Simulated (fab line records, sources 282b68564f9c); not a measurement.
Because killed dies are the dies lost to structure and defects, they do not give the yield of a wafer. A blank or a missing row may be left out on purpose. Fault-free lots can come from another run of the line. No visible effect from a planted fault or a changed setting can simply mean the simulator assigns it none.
Struck lot and sound lot, side by side	flow rit_cmos	20 out of 202 route steps
Sound: the wafers L150.1, L150.2, L150.4. Wafers L156.1, L156.2, L156.6 were the ones struck. The cause is named last.
Per side, at each step with rows, come the tool, then ch with its chambers, and then its first start. Under that, the readings that differ: sound wafers	struck wafers	difference of the means	sigmas: that difference in standard deviations of wafers without a fault.
alike: words and numbers the same on both sides, and readings whose means are apart by under 2 such deviations; not compared: readings that were withheld, readings missing a value for some wafer, numbers with overlapping values and no deviation given by the record, and bounds like >300 which may hide the same value.
A row with sigmas, a row that says differs or no value, or rows on one side alone: a step with any of these is where the two part. Numbers that don't overlap but have no deviation are shown without sigmas and don't part them. A reading that every wafer of one side lacks parts them only if that side has two wafers or more.

RIT_CONTACT_CD_MEAS_08: target cd 1000 nm.
  struck on cd_sem-02, day 5 20:28; sound on cd_sem-01, day 4 13:10
  alike: cd_nm
RIT_CONTACT_OVL_MEAS_09:
  struck on overlay-01, day 5 20:35; sound on overlay-01, day 4 13:17
  alike: CONTACT_OVL
then, 1 step without rows for these wafers: RIT_CONTACT_HARDBAKE_10 (time 60 s).
RIT_CONTACT_ETCH_11: etches SiO2 in CHF3/CF4/Ar, stops on TiSi2, target depth 480 nm, time 320 s.
  sound on rie_diel-02 ch 0,1,3, day 4 13:29; struck on rie_diel-01 ch 1,2,3, day 5 20:47
  alike: CHF3_flow_sccm, drypump_motor_current_A, oes_product_au, rf_fwd_power_W, throttle_valve_pct
  not compared: rf_hours_counter_h
RIT_CONTACT_STRIP_12: strips in O2, time 180 s.
  sound on plasma_asher-01 ch 0,1, day 4 13:40; struck on plasma_asher-02 ch 0,1, day 5 20:58
  alike: drypump_motor_current_A
  not compared: rf_hours_counter_h
RIT_CONTACT_CD_MEAS_90: target cd 1000 nm.
  struck on cd_sem-01, day 5 21:09; sound on cd_sem-02, day 4 13:51
  alike: cd_nm
then, 2 steps without rows for these wafers: RIT_CONTACT_CLEAN_13 (cleans in SC1, time 600 s); RIT_CONTACT_CLEAN_14 (cleans in SC2, time 600 s).
RIT_M1_SPUTTER_00: material Al, target thk 400 nm, time 500 s.
  struck on pvd_sputter-03, day 5 21:39; sound on pvd_sputter-01, day 4 14:19
  alike: throttle_valve_pct
RIT_M1_RS_MEAS_01: measures by four-point-probe.
  struck on film_metro-02, day 5 21:56; sound on film_metro-04, day 4 14:37
  alike: M1_AL_RS
RIT_M1_THK_MEAS_02: measures by xrf.
  struck on film_metro-02, day 5 22:04; sound on film_metro-04, day 4 14:44
  alike: M1_AL_THK
then, 1 step without rows for these wafers: RIT_M1_HMDS_03 (prime time 60 s).
RIT_M1_COAT_04: resist thk 1300 nm.
  struck on litho_track-01, day 5 22:16; sound on litho_track-03 ch 0, day 4 14:56
  no value came back on the struck wafers for chill_plate_temp_C (C), dispense_pressure_kPa (kPa), exhaust_pa (Pa); on the sound wafers chill_plate_temp_C (C) reads 22.98 22.87 22.99
then, 4 steps without rows for these wafers: RIT_M1_SOFTBAKE_05 (time 60 s); RIT_M1_EXPOSE_06 (exposes mask M12, target cd 2600 nm); RIT_M1_PEB_07; RIT_M1_DEVELOP_08 (develop time 68 s).
RIT_M1_CD_MEAS_09: target cd 2600 nm.
  struck on cd_sem-02, day 5 23:08; sound on cd_sem-02, day 4 15:40
reading	sound	struck	difference	sigmas
cd_nm (nm)	2600.0 2601.4 2598.8	- - -	no value on the struck wafers	
RIT_M1_OVL_MEAS_10:
  struck on overlay-01, day 5 23:15; sound on overlay-01, day 4 15:47
reading	sound	struck	difference	sigmas
M1_OVL (nm)	0.1 -2.3 -0.8	- - -	no value on the struck wafers	
RIT_M1_PROBE_99:
  struck on prober-01, day 6 02:34; sound on prober-01, day 4 18:38
reading	sound	struck	difference	sigmas
hold	- - -	await_dispo/1.9h/scrap await_dispo/1.9h/scrap await_dispo/1.9h/scrap	no value on the sound wafers	
defect_limited_yield (%)	95.1 97.7 97.7	0 0 0	-97	-88
killed_at_M0_to_M3	0 0 0	254 258 252	+255	+99 or more
killed_dies	13 6 6	264 264 264	+256	+85
killed_on_rim	4 0 0	70 70 70	+69	+49
sort_bin_5_function (%)	2.7 1.5 1.1	98.5 99.2 97.3	+96.6	+99 or more
sort_n_pass	251.0 258.0 258.0	0 0 0	-256	-85
sort_yield_pct (%)	95.1 97.7 97.7	0 0 0	-97	-88
  alike: killed_at_contacts, killed_at_front_end, killed_open, killed_short, sort_bin_3_pad_short, sort_bin_6_memory

== WHERE THEY PART ==
Last at RIT_M1_PROBE_99 as far as this record goes, first at RIT_M1_COAT_04.

WHY: the cause the simulator had injected
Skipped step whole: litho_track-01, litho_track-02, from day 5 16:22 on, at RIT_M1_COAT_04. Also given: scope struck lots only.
